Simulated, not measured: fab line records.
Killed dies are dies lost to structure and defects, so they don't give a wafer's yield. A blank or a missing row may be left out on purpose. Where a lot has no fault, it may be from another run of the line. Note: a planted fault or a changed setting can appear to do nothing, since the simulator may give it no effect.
fab line records	flow berkeleyCmos170
[record] lots = 15	wafers = 45	lastDay = 12
route steps=331 shown M1@244
lots with no fault: from the same line, run without faults
startH: start of the lot's first displayed wafer, in hours after the record's first day	waitH: hours elapsed since this lot's preceding step	" the same as in the row above	L1.1+2: a single row standing in for several wafers	- no value present, or no start provided	* or withheld: withheld	< > ~ a bound
route shown NAME@n: a module of which the file shows steps, and the number in the route of the first	usual: the fault-free wafers' mean and standard deviation	same: alike in all rows	chamber/n: place in a boat	sites: readings site by site	_std_site: standard deviation of those values	_edge_site: outer sites' mean less inner sites'	radiusMm: how far each site lies from the wafer's centre	mask NAME#n: copy n	behind: the last tool/chamber to shape the wafer	hold: cause of the lot's hold/its duration in hours/its outcome	device: which transistor (n, p or np) failed to switch	end of line: the tests these same wafers got at the end of their route	where a step has no rows: the recipe by itself	killed: dies that structure and defects cost at the first sort, which is not the same as the wafer's yield	map: a wafer's dies, x killed, . not, _ none there
set.NAME: setting as actually run; set.NAME@STEP: the setting as run at that earlier step	model.NAME: the simulator's own value behind a step, which no gauge read
a sample of lots followed through the steps of the route, with each step as a table and each wafer as a row
services: the hour from which a tool's chamber was out of use, counted from the record's first day as startH (under 0 if before that day), plus the number of hours and why
[[steps]]
[step UCB170_M1_EXPOSE_06]
[recipe] maskId = METAL1	targetCdNm = 700	na = 0.5	sigmaOuter = 0.6	sourceShape = conventional	doseMj = 21
[usual] exposureDoseMJCm2 = 20.991/0.019	focusOffsetNm = 0.1/0.5	na = 0.5/0	reticleTempC = 23.00/0.098	stageVelMmS = 499.98/0.25
lot.wafer	tool	chamber	startH	waitH	mask	exposureDoseMJCm2	focusOffsetNm	na	reticleTempC	stageVelMmS
L295.1	krfScanner-01	0	171.72	-	METAL1#0	21.003	0.6	0.5	23.04	500.29
L295.2	"	0	"	"	METAL1#0	21.004	-1.0	0.5	23.10	499.93
L295.4	"	0	"	"	METAL1#0	20.967	-0.3	0.5	23.00	499.66
L299.1	krfScanner-01	0	185.91	-	METAL1#0	20.988	0.6	0.5	22.83	500.33
L299.2	"	0	"	"	METAL1#0	20.984	0.4	0.5	22.84	500.00
L299.6	"	0	"	"	METAL1#0	20.996	0.2	0.5	23.11	500.25
L296.3	krfScanner-02	0	186.92	-	METAL1#0	20.997	0.3	0.5	22.98	499.75
L296.4	"	0	"	"	METAL1#0	20.944	0.3	0.5	22.88	499.97
L296.5	"	0	"	"	METAL1#0	20.979	-0.2	0.5	23.03	499.45
L297.1	krfScanner-02	0	187.86	-	METAL1#0	21.000	-0.1	0.5	22.96	499.53
L297.2	"	0	"	"	METAL1#0	20.967	-0.5	0.5	23.00	499.81
L297.4	"	0	"	"	METAL1#0	21.014	-0.3	0.5	23.05	500.00
L298.2	krfScanner-01	0	188.28	-	METAL1#0	20.988	0.4	0.5	22.98	499.67
L298.4	"	0	"	"	METAL1#0	21.004	-0.1	0.5	22.95	499.92
L298.6	"	0	"	"	METAL1#0	20.989	0.4	0.5	22.98	500.00
L302.2	krfScanner-01	0	204.73	-	METAL1#0	21.020	0.4	0.5	23.03	500.58
L302.4	"	0	"	"	METAL1#0	21.011	-0.1	0.5	23.08	500.00
L302.6	"	0	"	"	METAL1#0	21.007	0.1	0.5	23.02	499.93
L301.1	krfScanner-02	0	205.57	-	METAL1#0	20.969	-0.1	0.5	22.97	499.91
L301.3	"	0	"	"	METAL1#0	20.964	0.3	0.5	22.96	500.04
L301.6	"	0	"	"	METAL1#0	20.998	0.8	0.5	22.85	499.85
L308.1	krfScanner-02	-	239.58	-	METAL1#0	-	-	-	-	-
L308.2	"	-	"	"	METAL1#0	-	-	-	-	-
L308.6	"	-	"	"	METAL1#0	-	-	-	-	-
L307.1	krfScanner-01	-	239.82	-	METAL1#0	-	-	-	-	-
L307.3	"	-	"	"	METAL1#0	-	-	-	-	-
L307.5	"	-	"	"	METAL1#0	-	-	-	-	-
L309.1	krfScanner-02	-	246.38	-	METAL1#0	-	-	-	-	-
L309.2	"	-	"	"	METAL1#0	-	-	-	-	-
L309.6	"	-	"	"	METAL1#0	-	-	-	-	-
L312.3	krfScanner-02	0	263.54	-	METAL1#0	20.962	-0.2	0.5	22.97	499.89
L312.4	"	0	"	"	METAL1#0	20.973	0.5	0.5	23.09	499.93
L312.6	"	0	"	"	METAL1#0	20.991	0.0	0.5	22.93	499.99
L314.1	krfScanner-01	0	275.46	-	METAL1#0	21.008	-0.4	0.5	23.01	499.79
L314.4	"	0	"	"	METAL1#0	20.986	-0.6	0.5	22.87	500.38
L314.6	"	0	"	"	METAL1#0	21.016	0.4	0.5	22.94	499.98
L313.2	krfScanner-01	0	276.32	-	METAL1#0	21.003	0.4	0.5	23.12	500.06
L313.4	"	0	"	"	METAL1#0	21.008	0.8	0.5	23.12	500.12
L313.6	"	0	"	"	METAL1#0	21.023	0.7	0.5	23.26	500.18
L317.2	krfScanner-01	0	277.52	-	METAL1#0	21.016	0.5	0.5	23.00	500.28
L317.3	"	0	"	"	METAL1#0	20.999	-0.2	0.5	23.01	499.93
L317.6	"	0	"	"	METAL1#0	21.027	-0.2	0.5	23.01	499.91
L318.1	krfScanner-01	0	279.59	-	METAL1#0	20.953	-0.3	0.5	23.16	500.21
L318.5	"	0	"	"	METAL1#0	20.965	-0.6	0.5	23.09	500.65
L318.6	"	0	"	"	METAL1#0	20.993	-0.2	0.5	22.98	500.27
[[services]]
tool	chamber	startH	hours	kind
krfScanner-01	0	176.56	-	calibration
krfScanner-02	-	177.84	0.8	pm
krfScanner-01	-	190.13	1.3	pm
krfScanner-01	-	206.91	4.0	pm
krfScanner-02	-	213.12	1.0	pm
krfScanner-01	-	218.02	1.0	pm
krfScanner-02	-	224.20	4.4	pm
krfScanner-02	-	230.34	0.2	repair
krfScanner-01	-	231.60	0.8	pm
krfScanner-02	0	251.00	-	calibration
krfScanner-02	-	274.78	1.0	repair
krfScanner-02	-	275.11	0.4	repair
krfScanner-02	-	275.72	7.4	repair
[[key]]
[firstSign] step = UCB170_M1_EXPOSE_06	reading = toolRecord	direction = missing
effect none on later readings
metAt UCB170_M1_EXPOSE_06
struckLots L307,L308,L309
laterRowsLeftOut L307.1,L307.3,L307.5,L308.1,L308.2,L308.6,L309.1,L309.2,L309.6
sortLeftOut L307.1,L307.3,L307.5,L308.1,L308.2,L308.6,L309.1,L309.2,L309.6
onsetBetween 205.57 239.58
[fault] kind = skippedStepWhole	tool = krfScanner-01,krfScanner-02	chamber = -	onsetH = 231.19	steps = UCB170_M1_EXPOSE_06	scope = struckLotsOnly
// sortLeftOut: the simulated sort isn't trusted on such a fault, so these wafers' sort isn't shown, and their yield isn't known
// laterRowsLeftOut: the simulator's readings of these wafers behind a module that went badly wrong aren't trusted and aren't shown, but for the sort
